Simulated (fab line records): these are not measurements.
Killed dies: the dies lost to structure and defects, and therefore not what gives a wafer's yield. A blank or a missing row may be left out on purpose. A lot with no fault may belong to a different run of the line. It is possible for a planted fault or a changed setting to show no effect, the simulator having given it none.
Chamber matching :: flow berkeley_cmos170 :: UCB170_V1_CMP_02 on cmp-02: 4 sister chambers
The step polishes SiO2. 8 wafers are shown with their chamber, then 9 later ones without.

## WAFERS, EACH WITH ITS CHAMBER
wafer: L650.2
chamber: 0
motor_current_A (A): 13.2
platen_rpm (rpm): 60.05

wafer: L650.5
chamber: 3
motor_current_A (A): 16.7
platen_rpm (rpm): 60.02

wafer: L654.1
chamber: 1
motor_current_A (A): 13.5
platen_rpm (rpm): 59.96

wafer: L654.3
chamber: 2
motor_current_A (A): 17.5
platen_rpm (rpm): 60.03

wafer: L654.5
chamber: 0
motor_current_A (A): 13.2
platen_rpm (rpm): 59.98

wafer: L661.1
chamber: 2
motor_current_A (A): 18.7
platen_rpm (rpm): 59.99

wafer: L661.2
chamber: 1
motor_current_A (A): 14.0
platen_rpm (rpm): 59.96

wafer: L661.4
chamber: 3
motor_current_A (A): 17.8
platen_rpm (rpm): 60.06

## WAFERS MISSING THEIR CHAMBER
wafer: L662.3
motor_current_A (A): 17.0
platen_rpm (rpm): 59.96

wafer: L662.5
motor_current_A (A): 12.9
platen_rpm (rpm): 60.07

wafer: L662.6
motor_current_A (A): 13.4
platen_rpm (rpm): 60.01

wafer: L663.2
motor_current_A (A): 13.6
platen_rpm (rpm): 59.94

wafer: L663.4
motor_current_A (A): 13.5
platen_rpm (rpm): 59.99

wafer: L663.6
motor_current_A (A): 14.5
platen_rpm (rpm): 60.01

wafer: L665.1
motor_current_A (A): 17.8
platen_rpm (rpm): 60.02

wafer: L665.3
motor_current_A (A): 18.5
platen_rpm (rpm): 60.01

wafer: L665.5
motor_current_A (A): 14.0
platen_rpm (rpm): 59.95

## THE CHAMBER EACH PASSED THROUGH
wafer: L662.3
from the rows above: can't be placed: 2 or 3
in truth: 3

wafer: L662.5
from the rows above: can't be placed: 0 or 1
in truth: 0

wafer: L662.6
from the rows above: can't be placed: 0 or 1
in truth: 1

wafer: L663.2
from the rows above: can't be placed: 1 or 0
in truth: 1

wafer: L663.4
from the rows above: can't be placed: 0 or 1
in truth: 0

wafer: L663.6
from the rows above: can't be placed: 1 or 0
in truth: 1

wafer: L665.1
from the rows above: can't be placed: 2 or 3
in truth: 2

wafer: L665.3
from the rows above: can't be placed: 2 or 3
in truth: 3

wafer: L665.5
from the rows above: can't be placed: 1 or 0
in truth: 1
Placed correctly: 0 of 9. Cannot be placed on the basis of these rows: 9; the candidates contain the true chamber in 9. Number placed wrongly: 0.
How it was worked out, from the rows above alone: a wafer's distance from a chamber is the root of the sum, over the readings, of the square of ((its reading less the chamber's mean) divided by the reading's scatter). The wafer belongs to the nearest chamber; if the next one is less than 2 further off, it can't be placed. For every chamber, the mean is computed from those of its wafers that are shown. How the scatter is found: for the shown wafers, subtract from each reading the mean of its chamber, square and add these, divide the total by (wafers less chambers), then take the root.
